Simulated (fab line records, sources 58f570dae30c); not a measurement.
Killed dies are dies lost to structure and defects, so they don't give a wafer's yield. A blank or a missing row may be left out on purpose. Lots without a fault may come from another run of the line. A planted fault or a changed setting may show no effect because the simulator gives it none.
Tool commonality check | flow berkeley_cmos170 | 14 lots, 42 wafers sampled

WHY IT WAS OPENED
At UCB170_M1_RS_MEAS_01 the reading M1_AL_RS is flagged on 2 of 14 lots. Wafers without a fault read 0.0483 ohm/sq, standard deviation 0.00057.
Rule: a lot is flagged when every wafer of it that has a number lies more than 4 standard deviations from that mean, or none has a number. The other lots count as sound.

lot  | measured     | on            | M1_AL_RS (ohm/sq), wafer by wafer | flag
L135 | day 6 16:59  | film_metro-01 | 0.0486 0.0489 0.0489              |
L136 | day 7 00:23  | film_metro-02 | 0.0483 0.0482 0.0483              |
L137 | day 7 02:05  | film_metro-01 | 0.0484 0.0493 0.0491              |
L139 | day 7 11:31  | film_metro-01 | 0.0476 0.0488 0.0478              |
L138 | day 7 11:41  | film_metro-03 | 0.0479 0.0474 0.0478              |
L141 | day 8 00:00  | film_metro-03 | 0.0481 0.0483 0.0486              |
L142 | day 8 10:36  | film_metro-03 | 0.1077 0.1100 0.1072              | FLAGGED
L143 | day 8 15:02  | film_metro-01 | 0.0480 0.0481 0.0488              |
L147 | day 9 01:38  | film_metro-02 | 0.1162 0.1130 0.1122              | FLAGGED
L152 | day 10 16:36 | film_metro-03 | 0.0488 0.0492 0.0484              |
L154 | day 10 23:31 | film_metro-01 | 0.0489 0.0478 0.0484              |
L156 | day 11 21:07 | film_metro-03 | 0.0489 0.0486 0.0486              |
L157 | day 12 01:17 | film_metro-02 | 0.0479 0.0478 0.0482              |
L158 | day 12 02:44 | film_metro-03 | 0.0483 0.0477 0.0479              |
The numbers of the flagged lots are 0.1110 ohm/sq on average: +0.0628 ohm/sq against the usual, or +99 or more standard deviations.

WHICH TOOL RAN EACH LOT
The record holds 1 process step before the reading, out of a route of 331 steps. In each cell: the tool, then ch and the chambers that the sampled wafers went through, then the start.
lot  | flag    | UCB170_M1_SPUTTER_00
L135 |         | pvd_sputter-04, day 6 16:55
L136 |         | pvd_sputter-01, day 7 00:17
L137 |         | pvd_sputter-02, day 7 02:00
L139 |         | pvd_sputter-01, day 7 11:26
L138 |         | pvd_sputter-04, day 7 11:37
L141 |         | pvd_sputter-02, day 7 23:55
L142 | FLAGGED | pvd_sputter-02, day 8 10:32
L143 |         | pvd_sputter-04, day 8 14:58
L147 | FLAGGED | pvd_sputter-02, day 9 01:32
L152 |         | pvd_sputter-04, day 10 16:32
L154 |         | pvd_sputter-01, day 10 23:25
L156 |         | pvd_sputter-01, day 11 21:02
L157 |         | pvd_sputter-04, day 12 01:14
L158 |         | pvd_sputter-02, day 12 02:38
What these steps do:
- UCB170_M1_SPUTTER_00: material Al, target thk 600 nm, time 80 s.
- UCB170_M1_RS_MEAS_01: measures by four-point-probe.

FLAGGED OVER TOTAL, TOOL BY TOOL (the gauges that took the reading come last)
step                 | tool           | lots run | flagged | share of the flagged lots | sound lots run after its first flagged lot
UCB170_M1_SPUTTER_00 | pvd_sputter-01 | 4        | 0       | none                      | -
UCB170_M1_SPUTTER_00 | pvd_sputter-02 | 5        | 2       | all                       | 1 (L158)
UCB170_M1_SPUTTER_00 | pvd_sputter-04 | 5        | 0       | none                      | -
UCB170_M1_RS_MEAS_01 | film_metro-01  | 5        | 0       | none                      | -
UCB170_M1_RS_MEAS_01 | film_metro-02  | 3        | 1       | some                      | 1 (L157)
UCB170_M1_RS_MEAS_01 | film_metro-03  | 6        | 1       | some                      | 3 (L152,L156,L158)

WHAT THE TABLE ALLOWS
1 row of the table ran every flagged lot: pvd_sputter-02 at UCB170_M1_SPUTTER_00.
- pvd_sputter-02 at UCB170_M1_SPUTTER_00: 2 of its 5 lots flagged. Sound lots ran on it after the first flagged one (L158), which a lasting fault on the whole tool wouldn't allow.
No row of the table ran every flagged lot and no sound lot after the first.

WHAT THE SIMULATOR HAD PUT IN
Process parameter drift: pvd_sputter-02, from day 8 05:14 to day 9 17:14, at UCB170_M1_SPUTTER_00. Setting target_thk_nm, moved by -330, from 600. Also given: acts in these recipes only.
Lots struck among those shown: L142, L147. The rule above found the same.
